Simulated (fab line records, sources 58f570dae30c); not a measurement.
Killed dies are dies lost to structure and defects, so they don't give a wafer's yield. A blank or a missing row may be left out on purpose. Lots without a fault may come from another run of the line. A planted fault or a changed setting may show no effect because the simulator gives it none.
fab line records | flow berkeley_cmos170
record lots=15 wafers=45 last_day=12
route steps=331 shown NWELL@28
lots that met no fault: from a run of the same line without faults
start_h: hours from the record's first day to the start of the lot's first wafer shown | wait_h: hours since the lot's step before | " the same as in the row above | L1.1+2: a row that stands for several wafers | - no value, or no start given | * or withheld: withheld | < > ~ a bound
route shown NAME@n: a module of which the file shows steps, and the number in the route of the first | usual: mean/standard deviation of fault-free wafers | same: alike in all rows | chamber/n: place in a boat | sites: the reading at each site | _std_site: their standard deviation | _edge_site: outer sites' mean less inner sites' | radius_mm: how far each site lies from the wafer's centre | mask NAME#n: copy n | behind: the tool/chamber that last shaped the wafer | hold: why the lot was held/for how many hours/how that ended | device: the transistor (n, p or np) that didn't switch | end of line: the same wafers' tests at the end of the route | a step without rows: its recipe alone | killed: dies lost to structure and defects at the first sort, not the wafer's yield | map: a wafer's dies, x killed, . not, _ none there
set.NAME: the setting as run; set.NAME@STEP: as run at that earlier step | model.NAME: the simulator's own value behind a step, which no gauge read
steps of the route over a sample of lots; a table a step, a row a wafer
services: from which hour (start_h, from the record's first day; less than 0 if before it) a tool's chamber was out of use, for how many hours, and why
## steps
# step UCB170_NWELL_IMPLANT_14
# recipe species=P dose_cm2=1e+13 energy_kev=150 tilt_deg=7
# usual tilt_deg=6.999/0.021
# columns lot.wafer tool chamber start_h wait_h tilt_deg
L306.1 implanter-04 0 47.54 0.1 6.983
L306.2 " 0 " " 6.973
L306.5 " 0 " " 7.002
L307.3 implanter-04 0 56.45 0.1 7.015
L307.4 " 0 " " 6.998
L307.5 " 0 " " 6.992
L308.2 implanter-01 0 56.70 0.1 6.988
L308.3 " 0 " " 6.982
L308.5 " 0 " " 6.990
L309.1 implanter-03 0 66.04 0.1 6.977
L309.4 " 0 " " 6.981
L309.5 " 0 " " 7.020
L311.1 implanter-03 0 76.79 0.1 7.045
L311.3 " 0 " " 7.028
L311.4 " 0 " " 7.013
L314.2 implanter-01 0 93.21 0.1 6.965
L314.3 " 0 " " 6.964
L314.5 " 0 " " 6.988
L315.3 implanter-03 0 93.43 0.1 6.977
L315.4 " 0 " " 7.026
L315.5 " 0 " " 6.992
L316.1 implanter-01 0 102.46 0.1 7.582
L316.2 " 0 " " 7.593
L316.3 " 0 " " 7.605
L317.2 implanter-04 0 106.50 0.1 7.014
L317.3 " 0 " " 6.969
L317.6 " 0 " " 6.983
L318.1 implanter-01 0 106.59 0.1 7.555
L318.2 " 0 " " 7.528
L318.3 " 0 " " 7.567
L321.4 implanter-01 0 121.95 0.1 7.598
L321.5 " 0 " " 7.566
L321.6 " 0 " " 7.586
L322.1 implanter-04 0 128.56 0.1 6.987
L322.2 " 0 " " 6.959
L322.6 " 0 " " 7.016
L323.2 implanter-04 0 131.92 0.1 7.021
L323.3 " 0 " " 6.981
L323.5 " 0 " " 7.001
L325.2 implanter-03 0 139.58 0.1 6.981
L325.3 " 0 " " 7.003
L325.4 " 0 " " 6.992
L326.2 implanter-03 0 150.22 0.1 7.004
L326.3 " 0 " " 7.026
L326.6 " 0 " " 7.005
## services
# columns tool chamber start_h hours kind
implanter-03 - 94.86 12.0 repair
implanter-03 - 95.61 5.3 repair
implanter-03 - 106.84 10.2 pm
## key
first_sign step=UCB170_NWELL_IMPLANT_14 reading=tilt_deg direction=up sigmas=28 usual=6.999 struck=7.576
effect none on later readings
met_at UCB170_NWELL_IMPLANT_14
struck_lots L316,L318,L321
tester_left_out L316,L318,L321
onset_between 93.21 102.46
fault kind=process_parameter_drift tool=implanter-01 chamber=- onset_h=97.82 steps=UCB170_NWELL_IMPLANT_14 channel=tilt_deg offset=0.57413 shape=step end_h=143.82 acts_in=these_recipes_only stated=7
# tester_left_out: of these lots the tester's yield and bins aren't shown, on N5 and GAA mostly nor the transistor test; their killed dies are dies lost to structure and defects alone, not to doping, threshold or leakage, so they don't give the yield
